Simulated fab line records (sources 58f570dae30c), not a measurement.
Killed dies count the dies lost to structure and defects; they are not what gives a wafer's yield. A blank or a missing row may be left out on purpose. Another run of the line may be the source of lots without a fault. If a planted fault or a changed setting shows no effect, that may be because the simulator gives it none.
Lot-split experiment    flow berkeley_cmos170    route with 331 steps; 5 lots, 23 wafers read

== THE SPLIT ITSELF ==
At UCB170_ACTIVE_PEB_11, the setting peb_temp_c was moved away from the recipe's 130 C on 8 of the 23 wafers read, by +0.8% to +2.5%. This setting was run at the recipe's value on the other wafers.

== FROM THE SPLIT TO THE READING: what the file shows between them, 4 steps ==
- UCB170_ACTIVE_DEVELOP_12: develop time 45 s
- UCB170_ACTIVE_CD_MEAS_13: target cd 1200 nm
- UCB170_ACTIVE_ETCH_15: etches Si3N4 in CH3F/Ar/O2, stops on SiO2, target depth 242 nm, time 151 s
- UCB170_ACTIVE_STRIP_16: strips in O2

== THE READING ==
cd_nm, in nm, at UCB170_ACTIVE_CD_MEAS_90 (target cd 1200 nm). Fault-free wafers of this fab line usually give 1199.0 nm, standard deviation 1.2 nm.

wafer   tool, chamber at the split  peb_temp_c as run, C  against the recipe  cd_nm, nm  against lot-mates on the recipe
L074.1  litho_track-03, 0           132.9                 +2.2%               1180.9     -17.6
L074.2  litho_track-03, 0           130                   recipe              1198.1     -
L074.3  litho_track-03, 0           132.9                 +2.2%               1180.2     -18.3
L074.4  litho_track-03, 0           132.9                 +2.2%               1182.8     -15.8
L074.5  litho_track-03, 0           130                   recipe              1199.0     -
L078.1  litho_track-02, 0           130                   recipe              1199.8     -
L078.2  litho_track-02, 0           130                   recipe              1200.6     -
L078.3  litho_track-02, 0           130                   recipe              1199.1     -
L078.5  litho_track-02, 0           130                   recipe              1199.6     -
L078.6  litho_track-02, 0           130                   recipe              1199.8     -
L079.1  litho_track-02, 0           130                   recipe              1199.2     -
L079.5  litho_track-02, 0           130                   recipe              1199.8     -
L079.6  litho_track-02, 0           130                   recipe              1199.9     -
L084.1  litho_track-01, 0           130                   recipe              1199.1     -
L084.2  litho_track-01, 0           133.3                 +2.5%               1178.5     -18.7
L084.3  litho_track-01, 0           133.3                 +2.5%               1179.0     -18.2
L084.4  litho_track-01, 0           133.3                 +2.5%               1177.2     -20.0
L084.6  litho_track-01, 0           130                   recipe              1195.2     -
L085.1  litho_track-02, 0           130                   recipe              1199.9     -
L085.2  litho_track-02, 0           131                   +0.8%               1193.6     -6.3
L085.3  litho_track-02, 0           130                   recipe              1200.1     -
L085.5  litho_track-02, 0           130                   recipe              1199.7     -
L085.6  litho_track-02, 0           131                   +0.8%               1193.1     -6.8

THE FIT
A straight line over all 23 wafers: cd_nm changes by -8.18 nm for each +1% of peb_temp_c; r = -0.99; the points scatter about the line by 1.2 nm.
The same after taking each lot's own level away (the mean of its wafers on the recipe; 23 wafers): -7.58 nm for each +1%; r = -0.99; scatter 0.89 nm.
On that fit, the largest move of peb_temp_c shifts the reading by 19 nm.
From 1197.15 to 1199.90 nm: that is the span of the lots' own levels, equal to 2.3 times the standard deviation above.
The two slopes are in agreement: the lot-to-lot level therefore moves the slope only a little.
Check: for one of the wafers moved furthest among these (+2.5%), held out of the fit, the line's prediction against its lot-mates is -19.4 nm. It came out at -18.7 nm against them.

== THE OTHER SPLITS THESE WAFERS WENT THROUGH ==
Before the reading, these wafers also passed through other splits. Each is held against what the fit with the lots' levels taken away leaves over:
other split on the same wafers         wafers away from the commonest value  r with cd_nm (lot level and that fit taken away)
UCB170_START_OXIDATION_02 temp_c       15                                    -0.14
UCB170_ZERO_COAT_01 spin_rpm           10                                    +0.15
UCB170_ZERO_ETCH_06 over_etch_frac     5                                     +0.23
UCB170_PWELL_CVD_05 sih2cl2_flow_sccm  15                                    -0.14
UCB170_PWELL_IMPLANT_15 energy_kev     8                                     -0.29

== THE WHOLE CHAIN: every reading that the file lists as answering this split, in the file's order ==
step                      what it does                                                                reading                                                        change (the file's fit)               r (the file's)
UCB170_ACTIVE_CD_MEAS_13  target cd 1200 nm                                                           cd_nm                                                          -7.52 nm for each +1% of the setting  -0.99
UCB170_ACTIVE_ETCH_15     etches Si3N4 in CH3F/Ar/O2, stops on SiO2, target depth 242 nm, time 151 s  ACTIVE.cd_nm (the simulator's own value, which no gauge read)  -7.61 nm for each +1% of the setting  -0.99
UCB170_ACTIVE_CD_MEAS_90  target cd 1200 nm                                                           cd_nm                                                          -7.62 nm for each +1% of the setting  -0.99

== FILE'S OWN FIT ==
cd_nm changes by -7.62 nm for each +1% of peb_temp_c, r = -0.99.
